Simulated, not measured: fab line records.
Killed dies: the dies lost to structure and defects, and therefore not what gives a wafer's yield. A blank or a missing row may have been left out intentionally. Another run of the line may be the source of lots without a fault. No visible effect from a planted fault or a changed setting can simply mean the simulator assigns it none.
What tool caused it? | flow berkeley cmos170 | 8 lots with 24 wafers sampled at 2 steps, on a route of 331 steps

## WHAT EACH GAUGE READ, for each wafer
UCB170_PVT_OVL_MEAS_06.
lot  | measured     | on         | PVT_OVL (nm)
L770 | day 6 08:50  | overlay-01 | 6 17 6
L772 | day 7 04:28  | overlay-01 | -5 -3 -10
L774 | day 7 17:30  | overlay-01 | 0 -1 1
L777 | day 8 10:14  | overlay-02 | -4 -3 -5
L780 | day 8 18:31  | overlay-01 | -7 -6 -8
L786 | day 9 16:38  | overlay-01 | -2 1 4
L789 | day 10 11:38 | overlay-01 | -5 -3 -9
L792 | day 11 06:40 | overlay-01 | 0 5 4

## EACH LOT AND THE TOOL THAT RAN IT (in order: tool; ch and the chambers of the sampled wafers; start)
lot  | UCB170_NVT_EXPOSE_03
L770 | krf scanner-02 ch 0, day 6 06:46
L772 | krf scanner-02 ch 0, day 7 01:47
L774 | krf scanner-01 ch 0, day 7 14:08
L777 | krf scanner-01 ch 0, day 8 06:13
L780 | krf scanner-01 ch 0, day 8 15:24
L786 | krf scanner-01 ch 0, day 9 12:18
L789 | krf scanner-01 ch 0, day 10 07:48
L792 | krf scanner-02 ch 0, day 11 02:44
- UCB170_NVT_EXPOSE_03: exposes mask PWELL, target cd 3000 nm.

## THE ANSWER, worked out from the rows above alone
Rule: the lots themselves supply what counts as usual. The widest of any qualifying gaps counts: lots, ordered by their means at a reading, are off when they make up no more than a third of the lots, leave a main group of 4 or more, and stand apart from it by 3 or more times the standard deviation of that group's means. A main group whose means are all the same, to the digits that the tables above print for the reading, isn't used. Also off: a lot with no number at a reading for which 4 or more lots have one. The other lots that the step has rows for count as sound.
None of the lots is off at any reading shown; this tells nothing.

## WHAT THE SIMULATOR HAD INSERTED
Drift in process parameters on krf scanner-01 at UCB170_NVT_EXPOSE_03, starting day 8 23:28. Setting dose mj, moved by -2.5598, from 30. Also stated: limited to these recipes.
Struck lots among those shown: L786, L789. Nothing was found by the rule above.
